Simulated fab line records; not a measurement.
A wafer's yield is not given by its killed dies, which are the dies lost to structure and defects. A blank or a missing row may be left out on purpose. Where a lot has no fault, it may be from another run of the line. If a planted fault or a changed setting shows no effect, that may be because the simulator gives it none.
Which tool did it? / flow rit cmos / 7 lots (21 wafers sampled), 1 step of a 202-step route

== WHAT THE GAUGES READ, wafer by wafer ==
RIT_ACTIVE_BOW_MEAS_00.
lot=L697; measured=day 1 15:02; on=film metro-01; INCOMING_BOW (um)=1 5 -4
lot=L702; measured=day 2 16:01; on=film metro-02; INCOMING_BOW (um)=3 -1 11
lot=L709; measured=day 4 03:00; on=film metro-02; INCOMING_BOW (um)=-1 -6 2
lot=L712; measured=day 4 18:01; on=film metro-03; INCOMING_BOW (um)=-9 4 2
lot=L715; measured=day 5 09:00; on=film metro-02; INCOMING_BOW (um)=-3 4 1
lot=L717; measured=day 5 19:00; on=film metro-01; INCOMING_BOW (um)=-9 2 4
lot=L719; measured=day 6 05:04; on=film metro-02; INCOMING_BOW (um)=1 4 -9

== WHAT TOOL EACH LOT RAN ON (gives the tool, then ch and the chambers of the sampled wafers, and finally the start) ==
There is no process step in the record ahead of these readings.

== THE ANSWER, worked out from the rows above alone ==
Rule: the usual values come from the lots themselves. The widest of any qualifying gaps counts: lots, ordered by their means at a reading, are off when they make up no more than a third of the lots, leave a main group of 4 or more, and stand apart from it by 3 or more times the standard deviation of that group's means. The tables above print the reading to a certain number of digits; a main group whose means all agree to those digits is not used. Also off: a lot with no number at a reading for which 4 or more lots have one. Where the step has rows for the other lots, those lots are counted as sound.
Off: L702, seen at RIT_ACTIVE_BOW_MEAS_00 (INCOMING_BOW). The main group has a mean of -1 um with a standard deviation of 0.93.
A tool fits if, at a process step before that reading, it ran every lot that is off, and no sound lot after the first of them. The gauges at RIT_ACTIVE_BOW_MEAS_00 are tried like those tools. Not one of the candidates tried fits.

== WHAT THE SIMULATOR PUT IN ==
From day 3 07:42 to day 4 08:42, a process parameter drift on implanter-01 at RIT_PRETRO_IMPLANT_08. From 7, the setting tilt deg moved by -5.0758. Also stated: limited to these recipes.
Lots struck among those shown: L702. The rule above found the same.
